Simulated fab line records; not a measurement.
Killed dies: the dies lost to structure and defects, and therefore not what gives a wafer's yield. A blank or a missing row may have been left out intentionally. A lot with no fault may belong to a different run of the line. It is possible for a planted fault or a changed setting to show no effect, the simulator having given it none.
8D (eight disciplines) problem report, filled in by code / flow berkeley-cmos170 / the parts of the form that need people (team, actions taken, sign-off) are left out

1. WHAT WENT WRONG
Wafers free of any fault read 0.0484 ohm/sq (standard deviation 0.00051) for M1_AL_RS at UCB170_M1_RS_MEAS_01, against a mean of 0.0527 ohm/sq on 2 wafers of 2 lots. That puts it +8.4 standard deviations away from the usual mean.
The step: measures by four-point-probe.
The first sign was on wafer L631.4 at day 8 23:15, on film-metro-04. At this step, 42 wafers from 14 lots have a number in the record. By rule, "out" or "out of limits" means more than 4 standard deviations away from the usual mean. All remaining wafers that have a number are taken as sound.

2. WHAT IT IS, AND WHAT IT ISN'T
question=which readings at this step | is=M1_AL_RS | is not=-
question=which lots | is=L631, L632 | is not=L622, L623, L624, L627, L628, L629, L630, L638, L642, L643, L644, L645
question=which wafers of those lots | is=L631.4, L632.4 | is not=L631.2, L631.3, L632.2, L632.6
question=read on which gauges | is=film-metro-01, film-metro-04 | is not=film-metro-03
question=when | is=from day 8 23:15 | is not=up to then (17 sound wafers); but 23 sound wafers of L629, L630, L632, L638, L642, L643, L644, L645 came after

3. THE SUSPECTS, EACH WITH WHAT RULES IT OUT
Counting: if a tool at a process step up to the reading ran every lot that is out, it stays a suspect. Sound lots after the first of them don't rule it out here, since some wafers of a struck lot are sound.
- ruled out: the gauge at UCB170_M1_RS_MEAS_01. 2 gauges (film-metro-01, film-metro-04) read the wafers that are out.
- pvd-sputter-01 at UCB170_M1_SPUTTER_00 (material Al, target thk 600 nm, time 80 s): kept. Ran every lot that is out, first one L631 (day 8 23:10); last sound lot up to then L628 (day 8 07:35). Its own readings are out on those wafers: cathode-dc-power-W.
Remaining after the count: pvd-sputter-01 at UCB170_M1_SPUTTER_00.

4. THE CAUSE (what the simulator had put in)
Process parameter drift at UCB170_M1_SPUTTER_00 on pvd-sputter-01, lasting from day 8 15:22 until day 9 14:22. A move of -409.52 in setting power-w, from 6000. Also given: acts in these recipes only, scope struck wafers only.
After counting, this tool was the only one left.

5. THE EFFECT CHAIN, in route order
Rows list readings where the struck wafers' mean (over those with a number) sits beyond 3 standard deviations from the usual. Only readings for which the record gives a usual standard deviation are gone through. hours: the time from each lot's start at the first step in this table that gives one to its start at this step, as a median over the lots. sigmas: the change in usual standard deviations.
hours=0; step=UCB170_M1_SPUTTER_00; reading=cathode-dc-power-W; usual=5999.9 W; on struck wafers=5590.5; change=-409.4; sigmas=-99 or more
hours=0; step=UCB170_M1_RS_MEAS_01; reading=M1_AL_RS; usual=0.0484 ohm/sq; on struck wafers=0.0527; change=+0.0043; sigmas=+8.4
hours=0; step=UCB170_M1_THK_MEAS_02; reading=M1_AL_THK; usual=600 nm; on struck wafers=552; change=-48; sigmas=-6.9
Here are the process steps it includes:
- UCB170_M1_SPUTTER_00: material Al, target thk 600 nm, time 80 s.
Later steps that measure or inspect, where all struck wafers having a row at the step show a number for every such reading and not one has moved that far: UCB170_M2_OVL_MEAS_16, UCB170_V2_CD_MEAS_12.

6. WHAT WOULD HAVE CAUGHT IT SOONER
8 hours passed between the start of the fault at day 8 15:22 and the first reading out of limits at a measuring or inspecting step in this record, taken at day 8 23:15.
At UCB170_M1_SPUTTER_00, the tool's own readings (cathode-dc-power-W) were out on each struck wafer the step has a row for, so an alarm limit on them would have fired on the first such wafer.
L632, from the lots that are out (2), started UCB170_M1_SPUTTER_00 on pvd-sputter-01 later than day 8 23:15. Putting the tool on hold at that point would have spared it.
